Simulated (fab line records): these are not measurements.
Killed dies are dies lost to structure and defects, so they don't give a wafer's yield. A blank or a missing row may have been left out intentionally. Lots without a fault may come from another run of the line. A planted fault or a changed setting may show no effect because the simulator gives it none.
Tool commonality check :: flow berkeley-cmos170 :: 14 lots, 42 wafers sampled

== REASON FOR OPENING ==
At UCB170_M2_CD_MEAS_15 the reading cd-nm is flagged on 2 of 14 lots. Fault-free wafers read 699.9 nm, with a standard deviation of 1.2.
Rule: a lot is flagged in two cases, either no wafer of it has a number, or all its wafers with numbers fall more than 4 standard deviations from that mean. The other lots count as sound.

lot: L367
measured: day 6 16:01
on: cd-sem-01
cd-nm (nm), wafer by wafer: 699.3 699.9 698.8
flag: 

lot: L370
measured: day 8 01:20
on: cd-sem-02
cd-nm (nm), wafer by wafer: 701.1 701.7 702.3
flag: 

lot: L369
measured: day 8 01:33
on: cd-sem-01
cd-nm (nm), wafer by wafer: 696.2 698.4 697.9
flag: 

lot: L372
measured: day 8 03:55
on: cd-sem-02
cd-nm (nm), wafer by wafer: 700.7 699.8 700.9
flag: 

lot: L373
measured: day 8 17:29
on: cd-sem-02
cd-nm (nm), wafer by wafer: 701.2 701.1 702.1
flag: 

lot: L371
measured: day 8 18:04
on: cd-sem-01
cd-nm (nm), wafer by wafer: 698.5 700.4 699.9
flag: 

lot: L374
measured: day 9 05:36
on: cd-sem-02
cd-nm (nm), wafer by wafer: 701.4 701.3 700.9
flag: 

lot: L376
measured: day 9 06:35
on: cd-sem-02
cd-nm (nm), wafer by wafer: 700.0 699.3 699.4
flag: 

lot: L378
measured: day 10 12:26
on: cd-sem-02
cd-nm (nm), wafer by wafer: 706.4 708.6 707.0
flag: FLAGGED

lot: L380
measured: day 10 13:15
on: cd-sem-01
cd-nm (nm), wafer by wafer: 711.8 711.7 711.1
flag: FLAGGED

lot: L382
measured: day 10 13:28
on: cd-sem-02
cd-nm (nm), wafer by wafer: 699.9 700.1 699.5
flag: 

lot: L383
measured: day 11 02:38
on: cd-sem-02
cd-nm (nm), wafer by wafer: 701.7 701.8 700.1
flag: 

lot: L384
measured: day 11 11:24
on: cd-sem-02
cd-nm (nm), wafer by wafer: 701.0 700.3 699.8
flag: 

lot: L388
measured: day 12 06:59
on: cd-sem-01
cd-nm (nm), wafer by wafer: 698.0 698.1 698.3
flag: 
On average the flagged lots' numbers are 709.4 nm, which is +9.5 nm against the usual, or +8 standard deviations.

== EACH LOT AND THE TOOL IT RAN ON ==
The record holds 2 process steps before the reading, out of a route of 331 steps. Read each cell as the tool, then ch plus the chambers that the sampled wafers visited, then the start.
lot: L367
flag: 
UCB170_PWELL_STRIP_16: plasma-asher-02 ch 0, day 2 19:28
UCB170_M2_PEB_13: litho-track-02 ch 0, day 6 15:44

lot: L370
flag: 
UCB170_PWELL_STRIP_16: plasma-asher-01 ch 0,1, day 3 10:11
UCB170_M2_PEB_13: litho-track-03 ch 0, day 8 01:05

lot: L369
flag: 
UCB170_PWELL_STRIP_16: plasma-asher-01 ch 0,1, day 3 10:04
UCB170_M2_PEB_13: litho-track-04 ch 0, day 8 01:17

lot: L372
flag: 
UCB170_PWELL_STRIP_16: plasma-asher-02 ch 0,1, day 3 22:07
UCB170_M2_PEB_13: litho-track-02 ch 0, day 8 03:39

lot: L373
flag: 
UCB170_PWELL_STRIP_16: plasma-asher-01 ch 0,1, day 4 08:02
UCB170_M2_PEB_13: litho-track-03 ch 0, day 8 17:12

lot: L371
flag: 
UCB170_PWELL_STRIP_16: plasma-asher-03 ch 0,1, day 4 07:48
UCB170_M2_PEB_13: litho-track-04 ch 0, day 8 17:47

lot: L374
flag: 
UCB170_PWELL_STRIP_16: plasma-asher-03 ch 0,1, day 4 15:28
UCB170_M2_PEB_13: litho-track-03 ch 0, day 9 05:20

lot: L376
flag: 
UCB170_PWELL_STRIP_16: plasma-asher-03 ch 0,1, day 5 00:11
UCB170_M2_PEB_13: litho-track-02 ch 0, day 9 06:19

lot: L378
flag: FLAGGED
UCB170_PWELL_STRIP_16: plasma-asher-03 ch 0,1, day 5 10:40
UCB170_M2_PEB_13: litho-track-04 ch 0, day 10 12:10

lot: L380
flag: FLAGGED
UCB170_PWELL_STRIP_16: plasma-asher-02 ch 0,1, day 5 16:43
UCB170_M2_PEB_13: litho-track-04 ch 0, day 10 12:59

lot: L382
flag: 
UCB170_PWELL_STRIP_16: plasma-asher-02 ch 0,1, day 5 22:20
UCB170_M2_PEB_13: litho-track-02 ch 0, day 10 13:12

lot: L383
flag: 
UCB170_PWELL_STRIP_16: plasma-asher-03 ch 0,1, day 6 09:34
UCB170_M2_PEB_13: litho-track-02 ch 0, day 11 02:22

lot: L384
flag: 
UCB170_PWELL_STRIP_16: plasma-asher-03 ch 0,1, day 6 14:46
UCB170_M2_PEB_13: litho-track-02 ch 0, day 11 11:02

lot: L388
flag: 
UCB170_PWELL_STRIP_16: plasma-asher-01 ch 0,1, day 7 15:58
UCB170_M2_PEB_13: litho-track-03 ch 0, day 12 06:43
These steps, and what they do:
- UCB170_PWELL_STRIP_16: strips in O2.
- UCB170_M2_PEB_13
- UCB170_M2_CD_MEAS_15: target cd 700 nm.

== FLAGGED OVER TOTAL, TOOL BY TOOL (the gauges that took the reading come last) ==
step: UCB170_PWELL_STRIP_16
tool: plasma-asher-01
lots run: 4
flagged: 0
share of the flagged lots: none
sound lots run after its first flagged lot: -

step: UCB170_PWELL_STRIP_16
tool: plasma-asher-02
lots run: 4
flagged: 1
share of the flagged lots: some
sound lots run after its first flagged lot: 1 (L382)

step: UCB170_PWELL_STRIP_16
tool: plasma-asher-03
lots run: 6
flagged: 1
share of the flagged lots: some
sound lots run after its first flagged lot: 2 (L383,L384)

step: UCB170_M2_PEB_13
tool: litho-track-02
lots run: 6
flagged: 0
share of the flagged lots: none
sound lots run after its first flagged lot: -

step: UCB170_M2_PEB_13
tool: litho-track-03
lots run: 4
flagged: 0
share of the flagged lots: none
sound lots run after its first flagged lot: -

step: UCB170_M2_PEB_13
tool: litho-track-04
lots run: 4
flagged: 2
share of the flagged lots: all
sound lots run after its first flagged lot: 0

step: UCB170_M2_CD_MEAS_15
tool: cd-sem-01
lots run: 5
flagged: 1
share of the flagged lots: some
sound lots run after its first flagged lot: 1 (L388)

step: UCB170_M2_CD_MEAS_15
tool: cd-sem-02
lots run: 9
flagged: 1
share of the flagged lots: some
sound lots run after its first flagged lot: 3 (L382,L383,L384)

== WHAT IS ALLOWED BY THE TABLE ==
1 row of the table ran every flagged lot: litho-track-04 at UCB170_M2_PEB_13.
- litho-track-04 at UCB170_M2_PEB_13: 2 of its 4 lots flagged. A fault beginning between L371 (day 8 17:47), its last sound lot, and L378 (day 10 12:10), its first flagged one, fits the data. Its own readings (heater-power-total-W) fall more than 4 standard deviations out on all wafers of the flagged lots.
What remains is a single tool, litho-track-04 at UCB170_M2_PEB_13.

== WHAT THE SIMULATOR PUT IN ==
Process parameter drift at UCB170_M2_PEB_13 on litho-track-04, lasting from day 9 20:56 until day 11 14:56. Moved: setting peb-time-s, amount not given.
Lots struck among those shown: L378, L380. The rule above found the same.
